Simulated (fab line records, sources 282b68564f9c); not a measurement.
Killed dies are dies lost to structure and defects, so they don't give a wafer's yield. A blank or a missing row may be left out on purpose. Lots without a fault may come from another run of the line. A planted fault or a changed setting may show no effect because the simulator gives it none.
One fault seen from 2 desks | flow rit_cmos | each desk has only its own numbers; what lay behind them comes last

THE METROLOGY DESK
What the gauges read, lot by lot, whatever tool the lot ran on: means of the sampled wafers that have a number. A lot is out of limits, marked OUT, if its mean lies more than 4 standard deviations from the usual mean; the brackets give that distance.
Columns: A = REOX_OXIDE_THK at RIT_REOX_THK_MEAS_04, usual 25.1 nm; B = NLDD_OVL at RIT_NLDD_OVL_MEAS_06, usual 0.2 nm
lot  | first seen here | A    | B
L815 | day 3 11:23     | 24.6 | 0.8
L826 | day 5 14:06     | 25.2 | 0.1
L828 | day 5 23:23     | 25.1 | 0.5
L829 | day 6 00:55     | 25.9 | 1.1
L831 | day 6 17:04     | 25.6 | 0.8
L832 | day 6 20:56     | 24.9 | -1.2
L836 | day 7 12:01     | 25.1 | 0.1
This desk's finding: nothing out of limits on any of the 7 lots.

THE TOOL OWNER'S DESK: implanter-01
The tool's own readings at RIT_NLDD_IMPLANT_08: means of the sampled wafers that have a number, for each lot that ran on this tool. A lot is out of limits, marked OUT, if its mean lies more than 4 standard deviations from the usual mean; the brackets give that distance.
Columns: A = beam_energy_keV at RIT_NLDD_IMPLANT_08, usual 20.000
lot  | first seen here | A
L826 | day 5 15:18     | 19.999
L828 | day 6 00:29     | 18.967 (-99 or more) OUT
L829 | day 6 02:01     | 18.966 (-99 or more) OUT
L831 | day 6 18:11     | 18.961 (-99 or more) OUT
This desk's finding: out of limits on L828, L829, L831; first on L828, day 6 00:29 (beam_energy_keV at RIT_NLDD_IMPLANT_08). In limits: L826.

PUT TOGETHER
The tool owner's desk could have raised an alarm at day 6 00:29, on L828, L829, L831.
The metrology desk saw nothing out of limits.
The metrology desk has L828, L829, L831 on record, within its limits.
Of the lots named, all ran RIT_NLDD_IMPLANT_08 on implanter-01.

WHAT THE SIMULATOR HAD PUT IN
Process parameter drift: implanter-01, from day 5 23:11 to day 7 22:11, at RIT_NLDD_IMPLANT_08. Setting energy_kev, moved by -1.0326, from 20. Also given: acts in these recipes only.
Lots struck among those shown: L828, L829, L831.
Hours from the fault's start to each desk's first reading out of limits: the tool owner's desk, 1.
